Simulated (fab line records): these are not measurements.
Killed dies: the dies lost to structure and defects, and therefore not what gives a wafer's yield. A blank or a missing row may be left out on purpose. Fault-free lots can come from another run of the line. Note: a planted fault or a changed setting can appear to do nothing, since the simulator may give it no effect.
A lot that was struck, set against a sound lot ; flow rit cmos ; 40 out of 202 route steps
Sound: these wafers, L818.1, L818.3, L818.5. Wafers L827.1, L827.4, L827.6 were the ones struck. At the end, the cause is stated.
At each step with rows: each side's tool, then ch and its chambers, then its first start. Under that, the readings that differ: sound wafers ; struck wafers ; difference of the means ; sigmas: that difference in standard deviations of wafers without a fault.
alike: a reading whose means differ by less than 2 such deviations, as well as words and numbers matching on both sides. not compared: withheld readings; readings where some wafer has no value; bounds like >300 that might hide an equal value; numbers whose values overlap and for which the record gives no deviation.
Wherever a step has rows on one side only, a row that says differs or no value, or a row with sigmas, the two part there. Numbers that have no deviation but don't overlap get no sigmas and don't part them. A reading that every wafer of one side lacks parts them only if that side has two wafers or more.

first, 2 steps without rows for these wafers: RIT_NLDD_HMDS_00 (prime time 60 s); RIT_NLDD_COAT_01 (resist thk 1000 nm).
RIT_NLDD_SOFTBAKE_02: time 62.75 s.
  sound on litho track-01 ch 0, day 3 17:07; struck on litho track-03 ch 0, day 5 14:50
  alike: plate sensor t centre C, plate sensor t edge C, softbake temp c
then, 3 steps without rows for these wafers: RIT_NLDD_EXPOSE_03 (exposes mask M7, target cd 40700 nm); RIT_NLDD_PEB_04; RIT_NLDD_DEVELOP_05 (develop time 50 s).
RIT_NLDD_OVL_MEAS_06:
  sound on overlay-02, day 3 17:40; struck on overlay-02, day 5 15:23
  alike: NLDD_OVL
then, 2 steps without rows for these wafers: RIT_NLDD_HARDBAKE_07 (time 60 s); RIT_NLDD_IMPLANT_08.
RIT_NLDD_STRIP_09: strips in O2, time 180 s.
  sound on plasma asher-03 ch 0,1, day 3 18:01; struck on plasma asher-01 ch 0,1, day 5 15:44
  alike: drypump motor current A
  not compared: rf hours counter h
RIT_NLDD_TW_MEAS_10:
  sound on film metro-04, day 3 18:11; struck on film metro-04, day 5 15:54
  alike: NLDD_TW
then, 1 step without rows for these wafers: RIT_PLDD_HMDS_00 (prime time 60 s).
RIT_PLDD_COAT_01: resist thk 1000 nm.
  sound on litho track-01 ch 0, day 3 18:23; struck on litho track-03, day 5 16:07
  no value came back on the struck wafers for chill plate temp C (C), dispense pressure kPa (kPa); on the sound wafers chill plate temp C (C) reads 23.11 23.12 22.96
then, 4 steps without rows for these wafers: RIT_PLDD_SOFTBAKE_02 (time 60 s); RIT_PLDD_EXPOSE_03 (exposes mask M8, target cd 40900 nm); RIT_PLDD_PEB_04; RIT_PLDD_DEVELOP_05 (develop time 50 s).
RIT_PLDD_OVL_MEAS_06:
  sound on overlay-01, day 3 19:05; struck on overlay-01, day 5 16:49
reading;sound;struck;difference;sigmas
PLDD_OVL (nm);-2.1 0.2 0.4;- - -;no value on the struck wafers;
then, 2 steps without rows for these wafers: RIT_PLDD_HARDBAKE_07 (time 60 s); RIT_PLDD_IMPLANT_08.
RIT_PLDD_STRIP_09: strips in O2, time 180 s.
  sound on plasma asher-02 ch 0, day 3 19:27; struck on plasma asher-01 ch 1, day 5 17:09
reading;sound;struck;difference;sigmas
drypump motor current A (A);5.7 5.7 5.7;6.5 6.5 6.5;+0.8;+2
  not compared: rf hours counter h
RIT_PLDD_TW_MEAS_10:
  sound on film metro-02, day 3 19:37; struck on film metro-03, day 5 17:19
  alike: PLDD_TW
then, 4 steps without rows for these wafers: RIT_SPACER_CLEAN_00 (cleans in SC1, time 600 s); RIT_SPACER_CLEAN_01 (cleans in dHF, time 29.24 s); RIT_SPACER_CLEAN_02 (cleans in SC2, time 600 s); RIT_SPACER_CVD_03 (deposits Si3N4 from SiH2Cl2/NH3, target thk 250 nm, time 3300 s).
RIT_SPACER_THK_MEAS_04:
  sound on film metro-02, day 3 21:58; struck on film metro-03, day 5 19:40
reading;sound;struck;difference;sigmas
SPACER_NITRIDE_THK (nm);252.7 252.6 253.7;244.5 248.0 248.1;-6.1;-3
RIT_SPACER_ETCHBACK_05: etches Si3N4 in SF6/CHF3, stops on SiO2, target depth 250 nm, time 240 s.
  sound on rie diel-01 ch 0,2, day 3 22:02; struck on rie diel-01 ch 0,1,3, day 5 19:44
  alike: drypump motor current A, oes product au, throttle valve pct
  not compared: rf hours counter h
then, 6 steps without rows for these wafers: RIT_NSD_HMDS_00 (prime time 60 s); RIT_NSD_COAT_01 (resist thk 1000 nm); RIT_NSD_SOFTBAKE_02 (time 60 s); RIT_NSD_EXPOSE_03 (exposes mask M9, target cd 40700 nm); RIT_NSD_PEB_04; RIT_NSD_DEVELOP_05 (develop time 50 s).
RIT_NSD_OVL_MEAS_06:
  sound on overlay-01, day 3 23:09; struck on overlay-02, day 5 20:44
  alike: NSD_OVL
then, 2 steps without rows for these wafers: RIT_NSD_HARDBAKE_07 (time 60 s); RIT_NSD_IMPLANT_08.
RIT_NSD_STRIP_09: strips in O2, time 180 s.
  sound on plasma asher-02 ch 0,1, day 3 23:29; struck on plasma asher-04 ch 0,1, day 5 21:04
  alike: drypump motor current A
  not compared: rf hours counter h
RIT_NSD_TW_MEAS_10:
  sound on film metro-03, day 3 23:40; struck on film metro-03, day 5 21:28
reading;sound;struck;difference;sigmas
NSD_TW;3145 3155 3160;3338 3336 3348;+187;+10
  not compared: hold
RIT_M1_PROBE_99:
  sound on prober-01, day 4 09:02; struck on prober-02, day 6 09:52
reading;sound;struck;difference;sigmas
hold;- - -;await dispo/1.4h/scrap await dispo/1.4h/scrap await dispo/1.4h/scrap;no value on the sound wafers;
killed at front end;7 3 8;264 264 264;+258;+78
killed dies;7 3 8;264 264 264;+258;+78
killed on rim;2 1 2;70 70 70;+68;+49
  alike: killed open, killed short

== WHERE THEY PART ==
Earliest at RIT_PLDD_COAT_01; latest, in this record, at RIT_M1_PROBE_99.

WHY: the cause the simulator had injected
Step skipped in full: litho track-03, at RIT_PLDD_COAT_01, from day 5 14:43 onward. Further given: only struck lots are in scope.
